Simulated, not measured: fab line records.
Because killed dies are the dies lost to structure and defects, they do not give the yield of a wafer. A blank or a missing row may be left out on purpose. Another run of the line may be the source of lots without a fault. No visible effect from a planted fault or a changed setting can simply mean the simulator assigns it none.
Which of the tools did it? :: flow berkeley_cmos170 :: 14 lots with 42 wafers sampled at 6 steps, on a route of 331 steps

## WHAT THE GAUGES READ, wafer by wafer
UCB170_M3_CD_MEAS_15: the cd target is 700 nm. Usual: cd_nm at 699.3 nm, with a standard deviation of 1.5.
lot: L872
measured: day 7 18:08
on: cd_sem-01
cd_nm (nm): 699.3 699.1 699.2
flag: 

lot: L873
measured: day 7 18:22
on: cd_sem-01
cd_nm (nm): 697.0 697.7 698.1
flag: 

lot: L874
measured: day 8 02:46
on: cd_sem-02
cd_nm (nm): 701.3 700.1 700.7
flag: 

lot: L876
measured: day 8 12:03
on: cd_sem-01
cd_nm (nm): 695.9 695.8 695.5
flag: 

lot: L879
measured: day 9 12:43
on: cd_sem-01
cd_nm (nm): 699.2 699.2 699.4
flag: 

lot: L880
measured: day 9 12:19
on: cd_sem-02
cd_nm (nm): 702.1 701.6 701.4
flag: 

lot: L885
measured: day 10 17:30
on: cd_sem-02
cd_nm (nm): 702.5 702.0 702.9
flag: 

lot: L886
measured: day 10 17:45
on: cd_sem-01
cd_nm (nm): 697.3 695.6 697.6
flag: 

lot: L887
measured: day 10 18:02
on: cd_sem-01
cd_nm (nm): 699.2 698.7 698.2
flag: 

lot: L888
measured: day 11 05:14
on: cd_sem-01
cd_nm (nm): 699.6 699.7 699.7
flag: 

lot: L891
measured: day 11 23:17
on: cd_sem-01
cd_nm (nm): 700.3 698.0 699.6
flag: 

lot: L893
measured: day 12 16:26
on: cd_sem-01
cd_nm (nm): 700.4 699.6 700.2
flag: 

lot: L892
measured: day 12 16:52
on: cd_sem-02
cd_nm (nm): 700.3 699.1 697.6
flag: 

lot: L895
measured: day 13 12:25
on: cd_sem-02
cd_nm (nm): 700.3 699.3 698.6
flag: 

UCB170_M3_CD_MEAS_90: the cd target is 700 nm. Usual: cd_nm at 700.1 nm, with a standard deviation of 2.7.
lot: L872
measured: day 7 18:48
on: cd_sem-02
cd_nm (nm): 697.6 699.3 695.9
flag: 

lot: L873
measured: day 7 18:51
on: cd_sem-01
cd_nm (nm): 699.1 702.0 699.4
flag: 

lot: L874
measured: day 8 03:14
on: cd_sem-02
cd_nm (nm): 703.2 700.4 703.6
flag: 

lot: L876
measured: day 8 12:36
on: cd_sem-02
cd_nm (nm): 694.1 698.2 691.4
flag: 

lot: L879
measured: day 9 13:13
on: cd_sem-01
cd_nm (nm): 707.7 705.1 707.0
flag: 

lot: L880
measured: day 9 12:59
on: cd_sem-02
cd_nm (nm): 700.2 699.6 699.8
flag: 

lot: L885
measured: day 10 17:59
on: cd_sem-02
cd_nm (nm): 706.4 708.1 707.7
flag: 

lot: L886
measured: day 10 18:20
on: cd_sem-02
cd_nm (nm): 698.0 697.0 697.5
flag: 

lot: L887
measured: day 10 18:34
on: cd_sem-02
cd_nm (nm): 703.1 698.6 701.4
flag: 

lot: L888
measured: day 11 05:43
on: cd_sem-02
cd_nm (nm): 700.7 702.4 703.1
flag: 

lot: L891
measured: day 11 23:46
on: cd_sem-02
cd_nm (nm): 702.3 702.9 703.1
flag: 

lot: L893
measured: day 12 16:56
on: cd_sem-01
cd_nm (nm): 703.0 700.3 703.3
flag: 

lot: L892
measured: day 12 17:22
on: cd_sem-01
cd_nm (nm): 701.5 701.2 700.0
flag: 

lot: L895
measured: day 13 12:57
on: cd_sem-02
cd_nm (nm): 701.6 699.8 698.5
flag: 

## WHAT TOOL EACH LOT RAN ON (gives the tool, then ch and the chambers of the sampled wafers, and finally the start)
lot: L872
UCB170_SDANNEAL_RTA_00: rtp_anneal-02 ch 0, day 6 16:19
UCB170_V1_CMP_02: cmp-01 ch 0,2, day 7 06:32
UCB170_M3_METAL_ETCH_18: rie_metal-02 ch 0, day 7 18:19
UCB170_M3_STRIP_19: plasma_asher-02 ch 0,1, day 7 18:42

lot: L873
UCB170_SDANNEAL_RTA_00: rtp_anneal-01 ch 0, day 6 16:36
UCB170_V1_CMP_02: cmp-02 ch 1,2,3, day 7 06:50
UCB170_M3_METAL_ETCH_18: rie_metal-01 ch 0,1, day 7 18:34
UCB170_M3_STRIP_19: plasma_asher-04 ch 0,1, day 7 18:45

lot: L874
UCB170_SDANNEAL_RTA_00: rtp_anneal-02 ch 0, day 7 01:49
UCB170_V1_CMP_02: cmp-02 ch 0,2, day 7 16:20
UCB170_M3_METAL_ETCH_18: rie_metal-01 ch 0,1, day 8 02:57
UCB170_M3_STRIP_19: plasma_asher-02 ch 0,1, day 8 03:08

lot: L876
UCB170_SDANNEAL_RTA_00: rtp_anneal-01 ch 0, day 7 13:13
UCB170_V1_CMP_02: cmp-02 ch 0,2, day 8 00:12
UCB170_M3_METAL_ETCH_18: rie_metal-01 ch 0,1, day 8 12:16
UCB170_M3_STRIP_19: plasma_asher-01 ch 0,1, day 8 12:26

lot: L879
UCB170_SDANNEAL_RTA_00: rtp_anneal-01 ch 0, day 8 13:42
UCB170_V1_CMP_02: cmp-01 ch 0,2,3, day 9 01:41
UCB170_M3_METAL_ETCH_18: rie_metal-01 ch 0,1, day 9 12:55
UCB170_M3_STRIP_19: plasma_asher-04 ch 0,1, day 9 13:07

lot: L880
UCB170_SDANNEAL_RTA_00: rtp_anneal-02 ch 0, day 8 13:54
UCB170_V1_CMP_02: cmp-02 ch 2,3, day 9 01:17
UCB170_M3_METAL_ETCH_18: rie_metal-03 ch 0, day 9 12:31
UCB170_M3_STRIP_19: plasma_asher-02 ch 0,1, day 9 12:53

lot: L885
UCB170_SDANNEAL_RTA_00: rtp_anneal-01 ch 0, day 9 18:43
UCB170_V1_CMP_02: cmp-01 ch 2,3, day 10 07:13
UCB170_M3_METAL_ETCH_18: rie_metal-01 ch 1, day 10 17:41
UCB170_M3_STRIP_19: plasma_asher-01 ch 0,1, day 10 17:52

lot: L886
UCB170_SDANNEAL_RTA_00: rtp_anneal-02 ch 0, day 9 18:53
UCB170_V1_CMP_02: cmp-02 ch 1,2,3, day 10 07:10
UCB170_M3_METAL_ETCH_18: rie_metal-02 ch 0,1, day 10 17:57
UCB170_M3_STRIP_19: plasma_asher-04 ch 0,1, day 10 18:08

lot: L887
UCB170_SDANNEAL_RTA_00: rtp_anneal-01 ch 0, day 9 19:08
UCB170_V1_CMP_02: cmp-01 ch 0,1,3, day 10 07:28
UCB170_M3_METAL_ETCH_18: rie_metal-03 ch 0,1, day 10 18:14
UCB170_M3_STRIP_19: plasma_asher-01 ch 0,1, day 10 18:25

lot: L888
UCB170_SDANNEAL_RTA_00: rtp_anneal-01 ch 0, day 10 04:15
UCB170_V1_CMP_02: cmp-02 ch 2,3, day 10 19:55
UCB170_M3_METAL_ETCH_18: rie_metal-03 ch 0,1, day 11 05:26
UCB170_M3_STRIP_19: plasma_asher-01 ch 0, day 11 05:37

lot: L891
UCB170_SDANNEAL_RTA_00: rtp_anneal-02 ch 0, day 11 01:28
UCB170_V1_CMP_02: cmp-02 ch 0,2,3, day 11 13:46
UCB170_M3_METAL_ETCH_18: rie_metal-03 ch 0,1, day 11 23:28
UCB170_M3_STRIP_19: plasma_asher-02 ch 1, day 11 23:39

lot: L893
UCB170_SDANNEAL_RTA_00: rtp_anneal-01 ch 0, day 11 09:44
UCB170_V1_CMP_02: cmp-01 ch 1,2,3, day 12 02:34
UCB170_M3_METAL_ETCH_18: rie_metal-03 ch 0,1, day 12 16:38
UCB170_M3_STRIP_19: plasma_asher-04 ch 0,1, day 12 16:50

lot: L892
UCB170_SDANNEAL_RTA_00: rtp_anneal-01 ch 0, day 11 13:16
UCB170_V1_CMP_02: cmp-02 ch 0,2,3, day 12 02:26
UCB170_M3_METAL_ETCH_18: rie_metal-02 ch 0, day 12 17:03
UCB170_M3_STRIP_19: plasma_asher-01 ch 0,1, day 12 17:14

lot: L895
UCB170_SDANNEAL_RTA_00: rtp_anneal-02 ch 0, day 12 09:51
UCB170_V1_CMP_02: cmp-01 ch 1,2, day 13 01:59
UCB170_M3_METAL_ETCH_18: rie_metal-02 ch 0,1, day 13 12:38
UCB170_M3_STRIP_19: plasma_asher-04 ch 0,1, day 13 12:47
- UCB170_SDANNEAL_RTA_00: time 10 s.
- UCB170_V1_CMP_02: polishes SiO2.
- UCB170_M3_METAL_ETCH_18: etches Al in Cl2/BCl3, stops on SiO2, target depth 1170 nm, time 195 s.
- UCB170_M3_STRIP_19: strips in O2.

## WHAT THE TOOLS THEMSELVES READ (means of the sampled wafers that have a number; where no wafer has one, the mark that the record gives instead)
UCB170_SDANNEAL_RTA_00. Usual: anneal_temp_c_max 904.1, standard deviation 1.7; lamp_power_pct 25.3 %, standard deviation 0.99; wafer_temp_C_max 904.1, standard deviation 0.75.
lot: L872
tool: rtp_anneal-02
anneal_temp_c_max: 904.9
lamp_power_pct (%): 24.3
wafer_temp_C_max: 903.5
flag: 

lot: L873
tool: rtp_anneal-01
anneal_temp_c_max: 902.8
lamp_power_pct (%): 26.3
wafer_temp_C_max: 903.6
flag: 

lot: L874
tool: rtp_anneal-02
anneal_temp_c_max: 905.4
lamp_power_pct (%): 24.3
wafer_temp_C_max: 905.0
flag: 

lot: L876
tool: rtp_anneal-01
anneal_temp_c_max: 902.7
lamp_power_pct (%): 26.3
wafer_temp_C_max: 904.3
flag: 

lot: L879
tool: rtp_anneal-01
anneal_temp_c_max: 902.6
lamp_power_pct (%): 26.3
wafer_temp_C_max: 904.2
flag: 

lot: L880
tool: rtp_anneal-02
anneal_temp_c_max: 905.7
lamp_power_pct (%): 24.3
wafer_temp_C_max: 904.4
flag: 

lot: L885
tool: rtp_anneal-01
anneal_temp_c_max: 903.3
lamp_power_pct (%): 26.3
wafer_temp_C_max: 903.7
flag: 

lot: L886
tool: rtp_anneal-02
anneal_temp_c_max: 905.8
lamp_power_pct (%): 24.3
wafer_temp_C_max: 904.3
flag: 

lot: L887
tool: rtp_anneal-01
anneal_temp_c_max: 902.6
lamp_power_pct (%): 26.3
wafer_temp_C_max: 903.9
flag: 

lot: L888
tool: rtp_anneal-01
anneal_temp_c_max: 902.7
lamp_power_pct (%): 26.3
wafer_temp_C_max: 904.5
flag: 

lot: L891
tool: rtp_anneal-02
anneal_temp_c_max: 906.4
lamp_power_pct (%): 24.3
wafer_temp_C_max: 903.6
flag: 

lot: L893
tool: rtp_anneal-01
anneal_temp_c_max: 902.4
lamp_power_pct (%): 26.3
wafer_temp_C_max: 905.0
flag: 

lot: L892
tool: rtp_anneal-01
anneal_temp_c_max: 902.6
lamp_power_pct (%): 26.3
wafer_temp_C_max: 903.6
flag: 

lot: L895
tool: rtp_anneal-02
anneal_temp_c_max: 905.6
lamp_power_pct (%): 24.3
wafer_temp_C_max: 903.7
flag: 

UCB170_V1_CMP_02. Usual: motor_current_A 16.5 A, standard deviation 1.8; slurry_flow_ml_min 150.1, standard deviation 0.48.
lot: L872
tool: cmp-01
motor_current_A (A): 18.0
slurry_flow_ml_min: 150.0
flag: 

lot: L873
tool: cmp-02
motor_current_A (A): 14.9
slurry_flow_ml_min: 149.8
flag: 

lot: L874
tool: cmp-02
motor_current_A (A): 15.0
slurry_flow_ml_min: 150.2
flag: 

lot: L876
tool: cmp-02
motor_current_A (A): 15.8
slurry_flow_ml_min: 150.6
flag: 

lot: L879
tool: cmp-01
motor_current_A (A): 16.5
slurry_flow_ml_min: 149.9
flag: 

lot: L880
tool: cmp-02
motor_current_A (A): 15.4
slurry_flow_ml_min: 150.2
flag: 

lot: L885
tool: cmp-01
motor_current_A (A): 16.8
slurry_flow_ml_min: 149.8
flag: 

lot: L886
tool: cmp-02
motor_current_A (A): 15.3
slurry_flow_ml_min: 150.3
flag: 

lot: L887
tool: cmp-01
motor_current_A (A): 17.7
slurry_flow_ml_min: 149.5
flag: 

lot: L888
tool: cmp-02
motor_current_A (A): 15.9
slurry_flow_ml_min: 150.0
flag: 

lot: L891
tool: cmp-02
motor_current_A (A): 15.6
slurry_flow_ml_min: 150.2
flag: 

lot: L893
tool: cmp-01
motor_current_A (A): 17.0
slurry_flow_ml_min: 150.4
flag: 

lot: L892
tool: cmp-02
motor_current_A (A): 15.2
slurry_flow_ml_min: 150.0
flag: 

lot: L895
tool: cmp-01
motor_current_A (A): 19.3
slurry_flow_ml_min: 150.3
flag: 

UCB170_M3_METAL_ETCH_18. Usual: drypump_motor_current_A 5.5 A, standard deviation 0.58; he_backside_leak_sccm 3.23 sccm, standard deviation 0.22; oes_product_au 0.858 a.u., standard deviation 0.0094; rf_fwd_power_W 597.8 W, standard deviation 2; throttle_valve_pct 24.39 %, standard deviation 0.15.
lot: L872
tool: rie_metal-02
drypump_motor_current_A (A): 6.4
he_backside_leak_sccm (sccm): 3.49
oes_product_au (a.u.): 0.846
rf_fwd_power_W (W): 596.2
throttle_valve_pct (%): 24.25
flag: 

lot: L873
tool: rie_metal-01
drypump_motor_current_A (A): 5.5
he_backside_leak_sccm (sccm): 2.96
oes_product_au (a.u.): 0.866
rf_fwd_power_W (W): 599.4
throttle_valve_pct (%): 24.48
flag: 

lot: L874
tool: rie_metal-01
drypump_motor_current_A (A): 5.5
he_backside_leak_sccm (sccm): 2.99
oes_product_au (a.u.): 0.863
rf_fwd_power_W (W): 598.5
throttle_valve_pct (%): 24.48
flag: 

lot: L876
tool: rie_metal-01
drypump_motor_current_A (A): 5.3
he_backside_leak_sccm (sccm): 3.28
oes_product_au (a.u.): 0.869
rf_fwd_power_W (W): 596.4
throttle_valve_pct (%): 24.59
flag: 

lot: L879
tool: rie_metal-01
drypump_motor_current_A (A): 5.5
he_backside_leak_sccm (sccm): 3.19
oes_product_au (a.u.): 0.870
rf_fwd_power_W (W): 525.7
throttle_valve_pct (%): 24.49
flag: OFF

lot: L880
tool: rie_metal-03
drypump_motor_current_A (A): 4.7
he_backside_leak_sccm (sccm): 3.16
oes_product_au (a.u.): 0.858
rf_fwd_power_W (W): 598.5
throttle_valve_pct (%): 24.29
flag: 

lot: L885
tool: rie_metal-01
drypump_motor_current_A (A): 5.1
he_backside_leak_sccm (sccm): 3.15
oes_product_au (a.u.): 0.870
rf_fwd_power_W (W): 522.8
throttle_valve_pct (%): 24.69
flag: OFF

lot: L886
tool: rie_metal-02
drypump_motor_current_A (A): 6.2
he_backside_leak_sccm (sccm): 3.30
oes_product_au (a.u.): 0.844
rf_fwd_power_W (W): 596.9
throttle_valve_pct (%): 24.30
flag: 

lot: L887
tool: rie_metal-03
drypump_motor_current_A (A): 5.1
he_backside_leak_sccm (sccm): 3.15
oes_product_au (a.u.): 0.857
rf_fwd_power_W (W): 597.1
throttle_valve_pct (%): 24.31
flag: 

lot: L888
tool: rie_metal-03
drypump_motor_current_A (A): 5.4
he_backside_leak_sccm (sccm): 3.34
oes_product_au (a.u.): 0.862
rf_fwd_power_W (W): 597.9
throttle_valve_pct (%): 24.34
flag: 

lot: L891
tool: rie_metal-03
drypump_motor_current_A (A): 5.1
he_backside_leak_sccm (sccm): 3.16
oes_product_au (a.u.): 0.860
rf_fwd_power_W (W): 597.5
throttle_valve_pct (%): 24.32
flag: 

lot: L893
tool: rie_metal-03
drypump_motor_current_A (A): 5.1
he_backside_leak_sccm (sccm): 3.29
oes_product_au (a.u.): 0.848
rf_fwd_power_W (W): 599.3
throttle_valve_pct (%): 24.32
flag: 

lot: L892
tool: rie_metal-02
drypump_motor_current_A (A): 6.4
he_backside_leak_sccm (sccm): 3.39
oes_product_au (a.u.): 0.846
rf_fwd_power_W (W): 596.6
throttle_valve_pct (%): 24.26
flag: 

lot: L895
tool: rie_metal-02
drypump_motor_current_A (A): 6.2
he_backside_leak_sccm (sccm): 3.39
oes_product_au (a.u.): 0.851
rf_fwd_power_W (W): 597.8
throttle_valve_pct (%): 24.31
flag: 

UCB170_M3_STRIP_19. Usual: drypump_motor_current_A 5.8 A, standard deviation 0.46; oes_product_au 0.545 a.u., standard deviation 0.0087.
lot: L872
tool: plasma_asher-02
drypump_motor_current_A (A): 5.2
oes_product_au (a.u.): 0.542
flag: 

lot: L873
tool: plasma_asher-04
drypump_motor_current_A (A): 5.8
oes_product_au (a.u.): 0.550
flag: 

lot: L874
tool: plasma_asher-02
drypump_motor_current_A (A): 5.2
oes_product_au (a.u.): 0.547
flag: 

lot: L876
tool: plasma_asher-01
drypump_motor_current_A (A): 6.2
oes_product_au (a.u.): 0.550
flag: 

lot: L879
tool: plasma_asher-04
drypump_motor_current_A (A): 5.8
oes_product_au (a.u.): 0.618
flag: OFF

lot: L880
tool: plasma_asher-02
drypump_motor_current_A (A): 5.2
oes_product_au (a.u.): 0.549
flag: 

lot: L885
tool: plasma_asher-01
drypump_motor_current_A (A): 6.2
oes_product_au (a.u.): 0.630
flag: OFF

lot: L886
tool: plasma_asher-04
drypump_motor_current_A (A): 6.0
oes_product_au (a.u.): 0.537
flag: 

lot: L887
tool: plasma_asher-01
drypump_motor_current_A (A): 6.3
oes_product_au (a.u.): 0.562
flag: 

lot: L888
tool: plasma_asher-01
drypump_motor_current_A (A): 6.1
oes_product_au (a.u.): 0.553
flag: 

lot: L891
tool: plasma_asher-02
drypump_motor_current_A (A): 5.7
oes_product_au (a.u.): 0.551
flag: 

lot: L893
tool: plasma_asher-04
drypump_motor_current_A (A): 5.8
oes_product_au (a.u.): 0.546
flag: 

lot: L892
tool: plasma_asher-01
drypump_motor_current_A (A): 6.2
oes_product_au (a.u.): 0.532
flag: 

lot: L895
tool: plasma_asher-04
drypump_motor_current_A (A): 6.0
oes_product_au (a.u.): 0.532
flag: 

## THE ANSWER, worked out from the rows above alone
Rule: a lot counts as off when the mean over its wafers that have a number is more than 3 standard deviations away from the usual mean. Also off: a lot with no number at a reading for which 4 or more lots have one. The other lots that the step has rows for count as sound. The gauges are gone through in route order, then the tools' own readings, and for those a lot's mean is taken as printed above. At the first step where some lot is off, the reading lying furthest off is the one used; lots without a number count as furthest.
Off, at UCB170_M3_METAL_ETCH_18 on rf_fwd_power_W: L879, L885.
A tool fits if, at that step or a process step before it, it ran every lot that is off, and no sound lot after the first of them. One fits: rie_metal-01 at UCB170_M3_METAL_ETCH_18. Its last sound lot is L876 (day 8 12:16), its first lot that is off L879 (day 9 12:55): a fault that began between those two fits.
The tool's own readings at UCB170_M3_METAL_ETCH_18 bear it out: on the lots that are off they differ by more than 5 times the standard deviation of the sound lots' means. rf_fwd_power_W reads 524.2 W there against 597.7 W on the sound lots.

## WHAT THE SIMULATOR PUT IN
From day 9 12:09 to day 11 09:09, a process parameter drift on rie_metal-01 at UCB170_M3_METAL_ETCH_18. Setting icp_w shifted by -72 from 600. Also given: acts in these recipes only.
Lots struck among those shown: L879, L885. The same result came from the rule above.
